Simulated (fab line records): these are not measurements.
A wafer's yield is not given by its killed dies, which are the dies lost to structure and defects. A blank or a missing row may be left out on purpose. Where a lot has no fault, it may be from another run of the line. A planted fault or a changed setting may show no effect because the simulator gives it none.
fab line records || flow rit_cmos || part 2 of 2: steps 37 to 50 of 50
[record] {"lots": 5, "wafers": 15, "last_day": 7}
route steps=202 shown NLDD@104 PLDD@114 SPACER@125 NSD@131 PSD@142 SDANNEAL@153
lots with no fault: from the same line, run without faults
start_h: hours from the record's first day to the start of the lot's first wafer shown || wait_h: hours since the lot's step before || " same as the row above || L1.1+2: a row that stands for several wafers || - no value, or no start given || * or withheld: withheld || < > ~ a bound
route shown NAME@n: NAME is a module with steps in the file, n the number in the route of the first one || usual: mean and standard deviation over wafers with no fault || same: alike in all rows || chamber/n: place in a boat || sites: readings site by site || _std_site: the standard deviation of these || _edge_site: the outer-site mean with the inner-site mean subtracted || radius_mm: for every site, how far away it sits from the centre of the wafer || mask NAME#n: copy n || behind: tool/chamber where the wafer was last shaped || hold: cause of the lot's hold/its duration in hours/its outcome || device: the transistor (n, p or np) that didn't switch || end of line: the route-end tests of the same wafers || where a step has no rows: the recipe by itself || killed: dies that structure and defects cost at the first sort, which is not the same as the wafer's yield || map: dies across one wafer; x = killed, . = not, _ = none there
set.NAME: the setting as run; set.NAME@STEP: as run at that earlier step || model.NAME: the simulator's own value behind a step, which no gauge read
a table for each step, a row for each wafer; lots at some steps of the route
services: a tool's chamber out of use, with start hour (start_h, from the record's first day; less than 0 if before it), hours out, and reason
[[steps]]
[step RIT_NSD_STRIP_09]
[recipe] {"chemistry": "O2", "time_s": 180, "resist": "NOVOLAK", "platen_temp_c": "withheld", "power_w": 500, "pressure_mtorr": 4000, "o2_flow_sccm": 4000}
[usual] {"drypump_motor_current_A": "5.8/0.59", "rf_refl_power_W": "6.1/1.6"}
{"lot.wafer": "L074.3", "tool": "plasma_asher-02", "chamber": 1, "start_h": 47.44, "wait_h": 0.1, "drypump_motor_current_A": 5.1, "rf_hours_counter_h": "-", "rf_refl_power_W": 7.9}
{"lot.wafer": "L074.4", "tool": "plasma_asher-02", "chamber": 0, "start_h": 47.44, "wait_h": 0.1, "drypump_motor_current_A": 6.1, "rf_hours_counter_h": "-", "rf_refl_power_W": 8.9}
{"lot.wafer": "L074.6", "tool": "plasma_asher-02", "chamber": 1, "start_h": 47.44, "wait_h": 0.1, "drypump_motor_current_A": 5.2, "rf_hours_counter_h": "-", "rf_refl_power_W": 7.5}
{"lot.wafer": "L083.1", "tool": "plasma_asher-02", "chamber": 0, "start_h": 91.84, "wait_h": 0.1, "drypump_motor_current_A": 6.2, "rf_hours_counter_h": 48, "rf_refl_power_W": 8.7}
{"lot.wafer": "L083.2", "tool": "plasma_asher-02", "chamber": 1, "start_h": 91.84, "wait_h": 0.1, "drypump_motor_current_A": 5.2, "rf_hours_counter_h": 48, "rf_refl_power_W": 7.7}
{"lot.wafer": "L083.6", "tool": "plasma_asher-02", "chamber": 0, "start_h": 91.84, "wait_h": 0.1, "drypump_motor_current_A": 6.2, "rf_hours_counter_h": "-", "rf_refl_power_W": 8.6}
{"lot.wafer": "L087.1", "tool": "plasma_asher-03", "chamber": 0, "start_h": 111.86, "wait_h": 0.1, "drypump_motor_current_A": 6.7, "rf_hours_counter_h": 50, "rf_refl_power_W": 5.4}
{"lot.wafer": "L087.2", "tool": "plasma_asher-03", "chamber": 1, "start_h": 111.86, "wait_h": 0.1, "drypump_motor_current_A": 5.7, "rf_hours_counter_h": 50, "rf_refl_power_W": 4.1}
{"lot.wafer": "L087.3", "tool": "plasma_asher-03", "chamber": 0, "start_h": 111.86, "wait_h": 0.1, "drypump_motor_current_A": 6.6, "rf_hours_counter_h": "-", "rf_refl_power_W": 5.8}
{"lot.wafer": "L092.1", "tool": "plasma_asher-02", "chamber": 0, "start_h": 137.70, "wait_h": 0.1, "drypump_motor_current_A": 6.1, "rf_hours_counter_h": 54, "rf_refl_power_W": 9.0}
{"lot.wafer": "L092.2", "tool": "plasma_asher-02", "chamber": 1, "start_h": 137.70, "wait_h": 0.1, "drypump_motor_current_A": 5.1, "rf_hours_counter_h": 54, "rf_refl_power_W": 7.7}
{"lot.wafer": "L092.4", "tool": "plasma_asher-02", "chamber": 0, "start_h": 137.70, "wait_h": 0.1, "drypump_motor_current_A": 6.1, "rf_hours_counter_h": "-", "rf_refl_power_W": 8.9}
{"lot.wafer": "L095.2", "tool": "plasma_asher-01", "chamber": 1, "start_h": 152.57, "wait_h": 0.1, "drypump_motor_current_A": 5.2, "rf_hours_counter_h": 28, "rf_refl_power_W": 5.9}
{"lot.wafer": "L095.4", "tool": "plasma_asher-01", "chamber": 1, "start_h": 152.57, "wait_h": 0.1, "drypump_motor_current_A": 5.2, "rf_hours_counter_h": "-", "rf_refl_power_W": 6.1}
{"lot.wafer": "L095.5", "tool": "plasma_asher-01", "chamber": 1, "start_h": 152.57, "wait_h": 0.1, "drypump_motor_current_A": 5.2, "rf_hours_counter_h": "-", "rf_refl_power_W": 6.0}
[step RIT_NSD_TW_MEAS_10]
[usual] {"NSD_TW": "3119/31"}
{"lot.wafer": "L074.3", "tool": "film_metro-03", "chamber": "-", "start_h": 47.58, "wait_h": 0.1, "NSD_TW": 3141}
{"lot.wafer": "L074.4", "tool": "film_metro-03", "chamber": "-", "start_h": 47.58, "wait_h": 0.1, "NSD_TW": 3147}
{"lot.wafer": "L074.6", "tool": "film_metro-03", "chamber": "-", "start_h": 47.58, "wait_h": 0.1, "NSD_TW": 3131}
{"lot.wafer": "L083.1", "tool": "film_metro-03", "chamber": "-", "start_h": 92.02, "wait_h": 0.1, "NSD_TW": 3162}
{"lot.wafer": "L083.2", "tool": "film_metro-03", "chamber": "-", "start_h": 92.02, "wait_h": 0.1, "NSD_TW": 3169}
{"lot.wafer": "L083.6", "tool": "film_metro-03", "chamber": "-", "start_h": 92.02, "wait_h": 0.1, "NSD_TW": 3182}
{"lot.wafer": "L087.1", "tool": "film_metro-04", "chamber": "-", "start_h": 112.04, "wait_h": 0.1, "NSD_TW": 3080}
{"lot.wafer": "L087.2", "tool": "film_metro-04", "chamber": "-", "start_h": 112.04, "wait_h": 0.1, "NSD_TW": 3085}
{"lot.wafer": "L087.3", "tool": "film_metro-04", "chamber": "-", "start_h": 112.04, "wait_h": 0.1, "NSD_TW": 3073}
{"lot.wafer": "L092.1", "tool": "film_metro-01", "chamber": "-", "start_h": 137.88, "wait_h": 0.1, "NSD_TW": 3187}
{"lot.wafer": "L092.2", "tool": "film_metro-01", "chamber": "-", "start_h": 137.88, "wait_h": 0.1, "NSD_TW": 3161}
{"lot.wafer": "L092.4", "tool": "film_metro-01", "chamber": "-", "start_h": 137.88, "wait_h": 0.1, "NSD_TW": 3190}
{"lot.wafer": "L095.2", "tool": "film_metro-04", "chamber": "-", "start_h": 152.75, "wait_h": 0.1, "NSD_TW": 3069}
{"lot.wafer": "L095.4", "tool": "film_metro-04", "chamber": "-", "start_h": 152.75, "wait_h": 0.1, "NSD_TW": 3060}
{"lot.wafer": "L095.5", "tool": "film_metro-04", "chamber": "-", "start_h": 152.75, "wait_h": 0.1, "NSD_TW": 3092}
[step RIT_PSD_HMDS_00]
[recipe] {"prime_time_s": 60, "prime_temp_c": 140}
{"lot.wafer": "L074.3+4+6", "tool": "litho_track-03", "chamber": 0, "start_h": 47.67, "wait_h": 0.1}
{"lot.wafer": "L083.1+2+6", "tool": "litho_track-01", "chamber": 0, "start_h": 92.08, "wait_h": 0.1}
{"lot.wafer": "L087.1+2+3", "tool": "litho_track-03", "chamber": 0, "start_h": 112.10, "wait_h": 0.1}
{"lot.wafer": "L092.1+2+4", "tool": "litho_track-01", "chamber": 0, "start_h": 137.94, "wait_h": 0.1}
{"lot.wafer": "L095.2+4+5", "tool": "litho_track-01", "chamber": 0, "start_h": 152.83, "wait_h": 0.1}
[step RIT_PSD_COAT_01]
[recipe] {"resist": "NOVOLAK", "spin_rpm": 3250, "resist_thk_nm": 1000}
{"lot.wafer": "L074.3+4+6", "tool": "litho_track-03", "chamber": 0, "start_h": 47.82, "wait_h": 0.1}
{"lot.wafer": "L083.1+2+6", "tool": "litho_track-01", "chamber": 0, "start_h": 92.23, "wait_h": 0.1}
{"lot.wafer": "L087.1+2+3", "tool": "litho_track-03", "chamber": 0, "start_h": 112.25, "wait_h": 0.1}
{"lot.wafer": "L092.1+2+4", "tool": "litho_track-01", "chamber": 0, "start_h": 138.09, "wait_h": 0.1}
{"lot.wafer": "L095.2+4+5", "tool": "litho_track-01", "chamber": 0, "start_h": 152.98, "wait_h": 0.1}
[step RIT_PSD_SOFTBAKE_02]
[recipe] {"resist": "NOVOLAK", "temp_c": 90, "time_s": 60}
{"lot.wafer": "L074.3+4+6", "tool": "litho_track-03", "chamber": 0, "start_h": 47.97, "wait_h": 0.1}
{"lot.wafer": "L083.1+2+6", "tool": "litho_track-01", "chamber": 0, "start_h": 92.38, "wait_h": 0.1}
{"lot.wafer": "L087.1+2+3", "tool": "litho_track-03", "chamber": 0, "start_h": 112.40, "wait_h": 0.1}
{"lot.wafer": "L092.1+2+4", "tool": "litho_track-01", "chamber": 0, "start_h": 138.24, "wait_h": 0.1}
{"lot.wafer": "L095.2+4+5", "tool": "litho_track-01", "chamber": 0, "start_h": 153.13, "wait_h": 0.1}
[step RIT_PSD_EXPOSE_03]
[recipe] {"mask_id": "M10", "na": 0.57, "target_cd_nm": 40900, "dose_mj": 250}
[same] {"na": 0.57}
{"lot.wafer": "L074.3+4+6", "tool": "iline_stepper-02", "chamber": 0, "start_h": 48.10, "wait_h": 0.1, "mask": "M10#0"}
{"lot.wafer": "L083.1+2+6", "tool": "iline_stepper-01", "chamber": 0, "start_h": 92.65, "wait_h": 0.2, "mask": "M10#0"}
{"lot.wafer": "L087.1+2+3", "tool": "iline_stepper-01", "chamber": 0, "start_h": 112.67, "wait_h": 0.2, "mask": "M10#0"}
{"lot.wafer": "L092.1+2+4", "tool": "iline_stepper-01", "chamber": 0, "start_h": 138.39, "wait_h": 0.1, "mask": "M10#0"}
{"lot.wafer": "L095.2+4+5", "tool": "iline_stepper-02", "chamber": 0, "start_h": 153.40, "wait_h": 0.2, "mask": "M10#0"}
[step RIT_PSD_PEB_04]
[recipe] {"resist": "NOVOLAK", "temp_c": "withheld", "time_s": "withheld"}
{"lot.wafer": "L074.3+4+6", "tool": "litho_track-02", "chamber": 0, "start_h": 48.23, "wait_h": 0.1}
{"lot.wafer": "L083.1+2+6", "tool": "litho_track-02", "chamber": 0, "start_h": 92.77, "wait_h": 0.1}
{"lot.wafer": "L087.1+2+3", "tool": "litho_track-01", "chamber": 0, "start_h": 112.79, "wait_h": 0.1}
{"lot.wafer": "L092.1+2+4", "tool": "litho_track-02", "chamber": 0, "start_h": 138.50, "wait_h": 0.1}
{"lot.wafer": "L095.2+4+5", "tool": "litho_track-03", "chamber": 0, "start_h": 153.52, "wait_h": 0.1}
[step RIT_PSD_DEVELOP_05]
[recipe] {"resist": "NOVOLAK", "develop_time_s": 50, "dev_temp_c": 23}
{"lot.wafer": "L074.3+4+6", "tool": "litho_track-02", "chamber": 0, "start_h": "-", "wait_h": "-"}
{"lot.wafer": "L083.1+2+6", "tool": "litho_track-02", "chamber": 0, "start_h": "-", "wait_h": "-"}
{"lot.wafer": "L087.1+2+3", "tool": "litho_track-01", "chamber": 0, "start_h": "-", "wait_h": "-"}
{"lot.wafer": "L092.1+2+4", "tool": "litho_track-02", "chamber": 0, "start_h": "-", "wait_h": "-"}
{"lot.wafer": "L095.2+4+5", "tool": "litho_track-03", "chamber": 0, "start_h": "-", "wait_h": "-"}
[step RIT_PSD_OVL_MEAS_06]
[usual] {"PSD_OVL": "0.1/1.2"}
{"lot.wafer": "L074.3", "tool": "overlay-01", "chamber": "-", "start_h": 48.48, "wait_h": "-", "PSD_OVL[nm]": -2.3}
{"lot.wafer": "L074.4", "tool": "overlay-01", "chamber": "-", "start_h": 48.48, "wait_h": "-", "PSD_OVL[nm]": -1.6}
{"lot.wafer": "L074.6", "tool": "overlay-01", "chamber": "-", "start_h": 48.48, "wait_h": "-", "PSD_OVL[nm]": -0.8}
{"lot.wafer": "L083.1", "tool": "overlay-02", "chamber": "-", "start_h": 93.05, "wait_h": "-", "PSD_OVL[nm]": 1.0}
{"lot.wafer": "L083.2", "tool": "overlay-02", "chamber": "-", "start_h": 93.05, "wait_h": "-", "PSD_OVL[nm]": 0.7}
{"lot.wafer": "L083.6", "tool": "overlay-02", "chamber": "-", "start_h": 93.05, "wait_h": "-", "PSD_OVL[nm]": 0.2}
{"lot.wafer": "L087.1", "tool": "overlay-02", "chamber": "-", "start_h": 113.07, "wait_h": "-", "PSD_OVL[nm]": 1.7}
{"lot.wafer": "L087.2", "tool": "overlay-02", "chamber": "-", "start_h": 113.07, "wait_h": "-", "PSD_OVL[nm]": 1.0}
{"lot.wafer": "L087.3", "tool": "overlay-02", "chamber": "-", "start_h": 113.07, "wait_h": "-", "PSD_OVL[nm]": 0.3}
{"lot.wafer": "L092.1", "tool": "overlay-02", "chamber": "-", "start_h": 138.78, "wait_h": "-", "PSD_OVL[nm]": 1.1}
{"lot.wafer": "L092.2", "tool": "overlay-02", "chamber": "-", "start_h": 138.78, "wait_h": "-", "PSD_OVL[nm]": 1.1}
{"lot.wafer": "L092.4", "tool": "overlay-02", "chamber": "-", "start_h": 138.78, "wait_h": "-", "PSD_OVL[nm]": 1.9}
{"lot.wafer": "L095.2", "tool": "overlay-02", "chamber": "-", "start_h": 153.79, "wait_h": "-", "PSD_OVL[nm]": 0.6}
{"lot.wafer": "L095.4", "tool": "overlay-02", "chamber": "-", "start_h": 153.79, "wait_h": "-", "PSD_OVL[nm]": 0.7}
{"lot.wafer": "L095.5", "tool": "overlay-02", "chamber": "-", "start_h": 153.79, "wait_h": "-", "PSD_OVL[nm]": 1.6}
[step RIT_PSD_HARDBAKE_07]
[recipe] {"resist": "NOVOLAK", "temp_c": 140, "time_s": 60}
{"lot.wafer": "L074.3+4+6", "tool": "litho_track-02", "chamber": 0, "start_h": 48.55, "wait_h": 0.1}
{"lot.wafer": "L083.1+2+6", "tool": "litho_track-01", "chamber": 0, "start_h": 93.09, "wait_h": 0.0}
{"lot.wafer": "L087.1+2+3", "tool": "litho_track-02", "chamber": 0, "start_h": 113.11, "wait_h": 0.0}
{"lot.wafer": "L092.1+2+4", "tool": "litho_track-01", "chamber": 0, "start_h": 138.82, "wait_h": 0.0}
{"lot.wafer": "L095.2+4+5", "tool": "litho_track-02", "chamber": 0, "start_h": 153.84, "wait_h": 0.0}
[step RIT_PSD_IMPLANT_08]
[recipe] {"species": "BF2", "energy_kev": 27, "dose_cm2": 5e+15, "tilt_deg": 7}
{"lot.wafer": "L074.3+4+6", "tool": "implanter-04", "chamber": 0, "start_h": 48.70, "wait_h": 0.1}
{"lot.wafer": "L083.1+2+6", "tool": "implanter-01", "chamber": 0, "start_h": 93.24, "wait_h": 0.1}
{"lot.wafer": "L087.1+2+3", "tool": "implanter-01", "chamber": 0, "start_h": 113.26, "wait_h": 0.1}
{"lot.wafer": "L092.1+2+4", "tool": "implanter-04", "chamber": 0, "start_h": 138.97, "wait_h": 0.1}
{"lot.wafer": "L095.2+4+5", "tool": "implanter-03", "chamber": 0, "start_h": 153.99, "wait_h": 0.1}
[step RIT_PSD_STRIP_09]
[recipe] {"chemistry": "O2", "time_s": 180, "resist": "NOVOLAK", "platen_temp_c": "withheld", "power_w": 500, "pressure_mtorr": 4000, "o2_flow_sccm": 4000}
[usual] {"drypump_motor_current_A": "5.8/0.49", "rf_refl_power_W": "7.1/1.5"}
{"lot.wafer": "L074.3", "tool": "plasma_asher-02", "chamber": 1, "start_h": 48.86, "wait_h": 0.1, "drypump_motor_current_A": 5.2, "rf_hours_counter_h": "-", "rf_refl_power_W": 7.9}
{"lot.wafer": "L074.4", "tool": "plasma_asher-02", "chamber": 0, "start_h": 48.86, "wait_h": 0.1, "drypump_motor_current_A": 6.1, "rf_hours_counter_h": "-", "rf_refl_power_W": 9.1}
{"lot.wafer": "L074.6", "tool": "plasma_asher-02", "chamber": 0, "start_h": 48.86, "wait_h": 0.1, "drypump_motor_current_A": 6.2, "rf_hours_counter_h": "-", "rf_refl_power_W": 8.6}
{"lot.wafer": "L083.1", "tool": "plasma_asher-02", "chamber": 0, "start_h": 93.39, "wait_h": 0.1, "drypump_motor_current_A": 6.2, "rf_hours_counter_h": 48, "rf_refl_power_W": 8.8}
{"lot.wafer": "L083.2", "tool": "plasma_asher-02", "chamber": 1, "start_h": 93.39, "wait_h": 0.1, "drypump_motor_current_A": 5.1, "rf_hours_counter_h": 48, "rf_refl_power_W": 7.5}
{"lot.wafer": "L083.6", "tool": "plasma_asher-02", "chamber": 1, "start_h": 93.39, "wait_h": 0.1, "drypump_motor_current_A": 5.2, "rf_hours_counter_h": "-", "rf_refl_power_W": 7.3}
{"lot.wafer": "L087.1", "tool": "plasma_asher-02", "chamber": 0, "start_h": 113.41, "wait_h": 0.1, "drypump_motor_current_A": 6.2, "rf_hours_counter_h": 51, "rf_refl_power_W": 8.7}
{"lot.wafer": "L087.2", "tool": "plasma_asher-02", "chamber": 1, "start_h": 113.41, "wait_h": 0.1, "drypump_motor_current_A": 5.1, "rf_hours_counter_h": 51, "rf_refl_power_W": 7.3}
{"lot.wafer": "L087.3", "tool": "plasma_asher-02", "chamber": 0, "start_h": 113.41, "wait_h": 0.1, "drypump_motor_current_A": 6.2, "rf_hours_counter_h": "-", "rf_refl_power_W": 8.9}
{"lot.wafer": "L092.1", "tool": "plasma_asher-02", "chamber": 1, "start_h": 139.12, "wait_h": 0.1, "drypump_motor_current_A": 5.2, "rf_hours_counter_h": 54, "rf_refl_power_W": 7.6}
{"lot.wafer": "L092.2", "tool": "plasma_asher-02", "chamber": 0, "start_h": 139.12, "wait_h": 0.1, "drypump_motor_current_A": 6.2, "rf_hours_counter_h": 54, "rf_refl_power_W": 8.9}
{"lot.wafer": "L092.4", "tool": "plasma_asher-02", "chamber": 1, "start_h": 139.12, "wait_h": 0.1, "drypump_motor_current_A": 5.1, "rf_hours_counter_h": "-", "rf_refl_power_W": 8.0}
{"lot.wafer": "L095.2", "tool": "plasma_asher-03", "chamber": 1, "start_h": 154.12, "wait_h": 0.1, "drypump_motor_current_A": 5.7, "rf_hours_counter_h": 54, "rf_refl_power_W": 4.2}
{"lot.wafer": "L095.4", "tool": "plasma_asher-03", "chamber": 1, "start_h": 154.12, "wait_h": 0.1, "drypump_motor_current_A": 5.7, "rf_hours_counter_h": "-", "rf_refl_power_W": 4.0}
{"lot.wafer": "L095.5", "tool": "plasma_asher-03", "chamber": 1, "start_h": 154.12, "wait_h": 0.1, "drypump_motor_current_A": 5.7, "rf_hours_counter_h": "-", "rf_refl_power_W": 4.1}
[step RIT_PSD_TW_MEAS_10]
[usual] {"PSD_TW": "3438/29"}
{"lot.wafer": "L074.3", "tool": "film_metro-04", "chamber": "-", "start_h": 49.00, "wait_h": 0.1, "PSD_TW": 3425}
{"lot.wafer": "L074.4", "tool": "film_metro-04", "chamber": "-", "start_h": 49.00, "wait_h": 0.1, "PSD_TW": 3433}
{"lot.wafer": "L074.6", "tool": "film_metro-04", "chamber": "-", "start_h": 49.00, "wait_h": 0.1, "PSD_TW": 3424}
{"lot.wafer": "L083.1", "tool": "film_metro-01", "chamber": "-", "start_h": 93.56, "wait_h": 0.1, "PSD_TW": 3436}
{"lot.wafer": "L083.2", "tool": "film_metro-01", "chamber": "-", "start_h": 93.56, "wait_h": 0.1, "PSD_TW": 3440}
{"lot.wafer": "L083.6", "tool": "film_metro-01", "chamber": "-", "start_h": 93.56, "wait_h": 0.1, "PSD_TW": 3443}
{"lot.wafer": "L087.1", "tool": "film_metro-04", "chamber": "-", "start_h": 113.58, "wait_h": 0.1, "PSD_TW": 3388}
{"lot.wafer": "L087.2", "tool": "film_metro-04", "chamber": "-", "start_h": 113.58, "wait_h": 0.1, "PSD_TW": 3393}
{"lot.wafer": "L087.3", "tool": "film_metro-04", "chamber": "-", "start_h": 113.58, "wait_h": 0.1, "PSD_TW": 3391}
{"lot.wafer": "L092.1", "tool": "film_metro-01", "chamber": "-", "start_h": 139.30, "wait_h": 0.1, "PSD_TW": 3499}
{"lot.wafer": "L092.2", "tool": "film_metro-01", "chamber": "-", "start_h": 139.30, "wait_h": 0.1, "PSD_TW": 3475}
{"lot.wafer": "L092.4", "tool": "film_metro-01", "chamber": "-", "start_h": 139.30, "wait_h": 0.1, "PSD_TW": 3511}
{"lot.wafer": "L095.2", "tool": "film_metro-01", "chamber": "-", "start_h": 154.30, "wait_h": 0.1, "PSD_TW": 3477}
{"lot.wafer": "L095.4", "tool": "film_metro-01", "chamber": "-", "start_h": 154.30, "wait_h": 0.1, "PSD_TW": 3448}
{"lot.wafer": "L095.5", "tool": "film_metro-01", "chamber": "-", "start_h": 154.30, "wait_h": 0.1, "PSD_TW": 3446}
[step RIT_SDANNEAL_CLEAN_00]
[recipe] {"chemistry": "SC1", "mix": "3:3:50", "time_s": 600, "temp_c": 75}
[usual] {"bath_heat_duty_pct": "16.3/1.6"}
{"lot.wafer": "L074.3", "tool": "wet_bench-04", "chamber": 2, "start_h": 49.04, "wait_h": 0.0, "bath_heat_duty_pct": 16.3}
{"lot.wafer": "L074.4", "tool": "wet_bench-04", "chamber": 2, "start_h": 49.04, "wait_h": 0.0, "bath_heat_duty_pct": 15.3}
{"lot.wafer": "L074.6", "tool": "wet_bench-04", "chamber": 2, "start_h": 49.04, "wait_h": 0.0, "bath_heat_duty_pct": 15.4}
{"lot.wafer": "L083.1", "tool": "wet_bench-01", "chamber": 1, "start_h": 93.62, "wait_h": 0.1, "bath_heat_duty_pct": 19.1}
{"lot.wafer": "L083.2", "tool": "wet_bench-01", "chamber": 1, "start_h": 93.62, "wait_h": 0.1, "bath_heat_duty_pct": 17.8}
{"lot.wafer": "L083.6", "tool": "wet_bench-01", "chamber": 1, "start_h": 93.62, "wait_h": 0.1, "bath_heat_duty_pct": 16.1}
{"lot.wafer": "L087.1", "tool": "wet_bench-02", "chamber": 1, "start_h": 113.64, "wait_h": 0.1, "bath_heat_duty_pct": 13.8}
{"lot.wafer": "L087.2", "tool": "wet_bench-02", "chamber": 1, "start_h": 113.64, "wait_h": 0.1, "bath_heat_duty_pct": 14.2}
{"lot.wafer": "L087.3", "tool": "wet_bench-02", "chamber": 1, "start_h": 113.64, "wait_h": 0.1, "bath_heat_duty_pct": 14.1}
{"lot.wafer": "L092.1", "tool": "wet_bench-04", "chamber": 0, "start_h": 139.36, "wait_h": 0.1, "bath_heat_duty_pct": 15.0}
{"lot.wafer": "L092.2", "tool": "wet_bench-04", "chamber": 0, "start_h": 139.36, "wait_h": 0.1, "bath_heat_duty_pct": 13.9}
{"lot.wafer": "L092.4", "tool": "wet_bench-04", "chamber": 0, "start_h": 139.36, "wait_h": 0.1, "bath_heat_duty_pct": 14.6}
{"lot.wafer": "L095.2", "tool": "wet_bench-04", "chamber": 0, "start_h": 154.35, "wait_h": 0.0, "bath_heat_duty_pct": 15.5}
{"lot.wafer": "L095.4", "tool": "wet_bench-04", "chamber": 0, "start_h": 154.35, "wait_h": 0.0, "bath_heat_duty_pct": 14.5}
{"lot.wafer": "L095.5", "tool": "wet_bench-04", "chamber": 0, "start_h": 154.35, "wait_h": 0.0, "bath_heat_duty_pct": 14.0}
[[services]]
{"tool": "iline_stepper-02", "chamber": 0, "start_h": 20.19, "hours": "-", "kind": "calibration"}
{"tool": "rie_diel-02", "chamber": "-", "start_h": 21.92, "hours": 0.6, "kind": "repair"}
{"tool": "rie_diel-01", "chamber": "-", "start_h": 23.02, "hours": 0.5, "kind": "repair"}
{"tool": "implanter-03", "chamber": "-", "start_h": 23.31, "hours": 1.1, "kind": "repair"}
{"tool": "implanter-02", "chamber": "-", "start_h": 26.43, "hours": 3.8, "kind": "repair"}
{"tool": "implanter-01", "chamber": "-", "start_h": 43.62, "hours": 3.7, "kind": "pm"}
{"tool": "implanter-02", "chamber": "-", "start_h": 57.03, "hours": 3.3, "kind": "repair"}
{"tool": "implanter-03", "chamber": "-", "start_h": 58.39, "hours": 4.1, "kind": "pm"}
{"tool": "rie_diel-02", "chamber": 2, "start_h": 59.42, "hours": 3.3, "kind": "repair"}
{"tool": "implanter-04", "chamber": "-", "start_h": 74.82, "hours": 4.0, "kind": "repair"}
{"tool": "rie_diel-04", "chamber": 3, "start_h": 91.18, "hours": 26.1, "kind": "repair"}
{"tool": "lpcvd-01", "chamber": "-", "start_h": 93.53, "hours": 4.3, "kind": "pm"}
{"tool": "plasma_asher-04", "chamber": "-", "start_h": 108.75, "hours": 9.0, "kind": "pm"}
{"tool": "plasma_asher-04", "chamber": 0, "start_h": 108.75, "hours": 9.0, "kind": "vent_cycle"}
{"tool": "plasma_asher-04", "chamber": 1, "start_h": 108.75, "hours": 9.0, "kind": "vent_cycle"}
{"tool": "implanter-04", "chamber": "-", "start_h": 114.80, "hours": 5.0, "kind": "repair"}
{"tool": "iline_stepper-02", "chamber": "-", "start_h": 121.21, "hours": 1.4, "kind": "repair"}
{"tool": "rie_diel-04", "chamber": 3, "start_h": 123.26, "hours": 11.2, "kind": "repair"}
{"tool": "rie_diel-02", "chamber": 1, "start_h": 131.27, "hours": 15.7, "kind": "repair"}
{"tool": "plasma_asher-03", "chamber": "-", "start_h": 132.28, "hours": 2.8, "kind": "pm"}
{"tool": "plasma_asher-01", "chamber": "-", "start_h": 137.26, "hours": 4.1, "kind": "repair"}
{"tool": "implanter-02", "chamber": "-", "start_h": 141.49, "hours": 2.8, "kind": "repair"}
{"tool": "rie_diel-01", "chamber": 3, "start_h": 151.22, "hours": 2.0, "kind": "repair"}
{"tool": "implanter-01", "chamber": "-", "start_h": 152.90, "hours": 3.9, "kind": "repair"}
